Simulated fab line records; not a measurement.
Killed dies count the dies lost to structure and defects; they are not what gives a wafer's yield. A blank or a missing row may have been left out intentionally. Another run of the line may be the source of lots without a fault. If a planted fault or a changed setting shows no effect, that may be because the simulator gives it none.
The tool behind it: which one? | flow ritCmos | 42 wafers sampled from 14 lots at 1 step of a route of 202

## WHAT EACH GAUGE READ, for each wafer
The record holds no reading of a measuring or inspecting step that can be judged against a usual standard deviation.

## WHAT TOOL EACH LOT RAN ON (gives the tool, then ch and the chambers of the sampled wafers, and finally the start)
lot  | RIT_PLDD_DEVELOP_05
L296 | lithoTrack-02 ch 0, day 2 21:00
L297 | lithoTrack-01 ch 0, day 3 05:00
L298 | lithoTrack-02 ch 0, day 3 07:00
L299 | lithoTrack-01 ch 0, day 3 10:00
L301 | lithoTrack-03 ch 0, day 4 01:00
L302 | lithoTrack-03 ch 0, day 4 05:00
L306 | lithoTrack-02 ch 0, day 5 01:00
L310 | lithoTrack-02 ch 0, day 5 17:00
L312 | lithoTrack-02 ch 0, day 6 09:00
L313 | lithoTrack-01 ch 0, day 6 14:00
L314 | lithoTrack-03 ch 0, day 6 16:00
L315 | lithoTrack-01 ch 0, day 6 18:00
L317 | lithoTrack-01 ch 0, day 7 09:00
L318 | lithoTrack-01 ch 0, day 7 14:00
- RIT_PLDD_DEVELOP_05: develop time 50 s.

## WHAT THE TOOLS THEMSELVES READ (means of the sampled wafers that have a number; where no wafer has one, the mark that the record gives instead)
RIT_PLDD_DEVELOP_05. Usual: developerTempC at 22.99 C, with a standard deviation of 0.1.
lot  | tool          | developerTempC (C) | flag
L296 | lithoTrack-02 | 23.09              | 
L297 | lithoTrack-01 | 22.98              | 
L298 | lithoTrack-02 | 22.88              | 
L299 | lithoTrack-01 | 22.93              | 
L301 | lithoTrack-03 | 22.97              | 
L302 | lithoTrack-03 | 23.05              | 
L306 | lithoTrack-02 | 23.06              | 
L310 | lithoTrack-02 | 22.01              | OFF
L312 | lithoTrack-02 | 22.13              | OFF
L313 | lithoTrack-01 | 22.96              | 
L314 | lithoTrack-03 | 23.13              | 
L315 | lithoTrack-01 | 23.03              | 
L317 | lithoTrack-01 | 22.95              | 
L318 | lithoTrack-01 | 23.14              | 

## THE ANSWER, worked out from the rows above alone
Rule: take the mean of a lot's wafers that have a number; if it is more than 3 standard deviations from the usual mean, the lot is off. A lot without any number at a reading at which 4 lots or more have one is off too. Where the step has rows for the other lots, those lots are counted as sound. After the gauges, taken in route order, come the tools' own readings; for these a lot's mean is taken, as printed above. The first step at which some lot is off is used, and at that step the reading that is off furthest; a lot without a number counts as furthest.
Off: L310, L312 (RIT_PLDD_DEVELOP_05, developerTempC).
A tool fits if, at that step or a process step before it, it ran every lot that is off, and no sound lot after the first of them. One candidate fits, namely lithoTrack-02 at RIT_PLDD_DEVELOP_05. Its last sound lot is L306 (day 5 01:00), its first lot that is off L310 (day 5 17:00): a fault that began between those two fits.
The tool's own readings at RIT_PLDD_DEVELOP_05 bear it out: on the lots that are off they differ by more than 5 times the standard deviation of the sound lots' means. developerTempC reads 22.07 C there against 23.01 C on the sound lots.

## WHAT THE SIMULATOR PUT IN
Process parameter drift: lithoTrack-02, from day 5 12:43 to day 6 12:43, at RIT_PLDD_DEVELOP_05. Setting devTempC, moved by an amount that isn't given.
Struck lots among those shown: L310, L312. The same result came from the rule above.
